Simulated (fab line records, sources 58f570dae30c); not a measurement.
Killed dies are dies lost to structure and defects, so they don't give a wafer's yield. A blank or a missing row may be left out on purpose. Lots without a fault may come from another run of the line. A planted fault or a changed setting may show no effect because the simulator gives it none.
Problem report in the 8D (eight disciplines) form, filled by code | flow berkeley_cmos170 | the parts of the form that need people (team, actions taken, sign-off) are left out

1. THE PROBLEM
cd_nm at UCB170_NSD_CD_MEAS_06 reads a mean of 1208.5 nm on 3 wafers of 1 lot; wafers without a fault read 1200.2 nm with a standard deviation of 1.4. That is +6.0 standard deviations from the usual mean.
The step: target cd 1200 nm.
First seen on wafer L722.2, day 9 18:40, on cd_sem-02. The record holds 39 wafers of 13 lots with a number at this step. Rule for "out", or "out of limits": more than 4 standard deviations from the usual mean. The other wafers with a number count as sound.

2. WHAT IT IS AND WHAT IT IS NOT
question                    | is                     | is not
which readings at this step | cd_nm                  | -
which lots                  | L722                   | L712, L713, L714, L715, L716, L717, L718, L720, L721, L723, L733, L734
which wafers of those lots  | all that have a number | -
read on which gauges        | cd_sem-02              | cd_sem-01
when                        | from day 9 18:40       | up to then (27 sound wafers); but 9 sound wafers of L723, L733, L734 came after

3. SUSPECTS, AND WHAT RULES EACH OUT
Counting: a tool at a process step up to the reading stays a suspect if it ran every lot that is out and no sound lot after the first of them.
- the gauge at UCB170_NSD_CD_MEAS_06: kept. All the wafers that are out were read on cd_sem-02, and no step on other tools shows them out.
- krf_scanner-02 at UCB170_NSD_EXPOSE_03 (exposes mask NSELECT MOD, target cd 1200 nm): kept. It ran the lot that is out, L722 (day 9 17:31), and no sound lot after that; its last sound lot up to then is L718 (day 9 17:25).
Left after counting: krf_scanner-02 at UCB170_NSD_EXPOSE_03, cd_sem-02 at UCB170_NSD_CD_MEAS_06.

4. THE CAUSE (what the simulator had put in)
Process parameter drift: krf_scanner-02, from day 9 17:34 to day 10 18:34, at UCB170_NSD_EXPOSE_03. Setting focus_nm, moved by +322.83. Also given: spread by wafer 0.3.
Counting left 2 suspects, and this tool is among them.

5. THE CHAIN OF EFFECTS, in route order
Each row: a reading whose mean over the struck wafers that have a number lies more than 3 standard deviations from the usual. Only readings for which the record gives a usual standard deviation are gone through. hours: the time from each lot's start at the first step in this table that gives one to its start at this step, as a median over the lots. sigmas: the change in usual standard deviations.
hours | step                  | reading | usual     | on struck wafers | change | sigmas
0     | UCB170_NSD_CD_MEAS_06 | cd_nm   | 1200.2 nm | 1208.5           | +8.3   | +6.0
Later measuring or inspecting steps at which every struck wafer that the step has a row for has a number for every such reading, and none has moved that far: UCB170_NSD_TW_MEAS_10, UCB170_SILICIDE_THK_MEAS_03.

6. WHAT WOULD HAVE CAUGHT IT SOONER
In this record the first reading out of limits at a measuring or inspecting step was taken at day 9 18:40, 1 hour after the fault began at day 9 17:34.
All the lots that are out (1) had begun UCB170_NSD_EXPOSE_03 on krf_scanner-02 by day 9 18:40. A hold on the tool at that time would have spared none of them.
